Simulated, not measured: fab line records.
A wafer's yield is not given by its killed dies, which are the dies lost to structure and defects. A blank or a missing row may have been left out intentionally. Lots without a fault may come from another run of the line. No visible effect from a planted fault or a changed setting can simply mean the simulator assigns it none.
Which tool is to blame? | flow berkeleyCmos170 | 21 wafers from 7 lots sampled at 2 of the route's 331 steps

## WHAT EACH GAUGE READ, for each wafer
UCB170_V1_OVL_MEAS_13.
lot  | measured     | on         | V1_OVL (nm)
L261 | day 8 14:35  | overlay-01 | -4 3 -1
L264 | day 9 15:24  | overlay-01 | 4 -2 12
L266 | day 9 18:12  | overlay-02 | 0 -2 9
L269 | day 10 03:26 | overlay-02 | 4 6 6
L270 | day 10 15:01 | overlay-02 | -3 6 -1
L275 | day 11 04:52 | overlay-01 | 10 -1 6
L276 | day 11 09:10 | overlay-01 | -3 2 -4

## EACH LOT AND THE TOOL THAT RAN IT (in order: tool; ch and the chambers of the sampled wafers; start)
lot  | UCB170_M1_ETCH_11
L261 | rieDiel-01 ch 0,1,3, day 8 09:50
L264 | rieDiel-04 ch 0,1,3, day 9 10:07
L266 | rieDiel-04 ch 0,2,3, day 9 14:16
L269 | rieDiel-03 ch 1,3, day 9 22:04
L270 | rieDiel-03 ch 0,1, day 10 10:24
L275 | rieDiel-03 ch 0,2, day 10 23:37
L276 | rieDiel-03 ch 0,1,3, day 11 04:11
- UCB170_M1_ETCH_11: etches BARC in N2/H2.

## THE ANSWER, worked out from the rows above alone
Rule: the lots themselves supply what counts as usual. Put in order of their means at a reading, lots are off if they are a third of the lots or fewer, leave a main group of 4 or more, and stand apart from it by a gap of 3 or more times the standard deviation of the main group's means; of several such gaps the widest counts. Not used: any main group whose means are identical at the precision the tables above print for the reading. Also off: a lot with no number at a reading for which 4 or more lots have one. The other lots that the step has rows for count as sound.
Nothing can be told from this: no lot is off at any reading shown.

## WHAT THE SIMULATOR PUT IN
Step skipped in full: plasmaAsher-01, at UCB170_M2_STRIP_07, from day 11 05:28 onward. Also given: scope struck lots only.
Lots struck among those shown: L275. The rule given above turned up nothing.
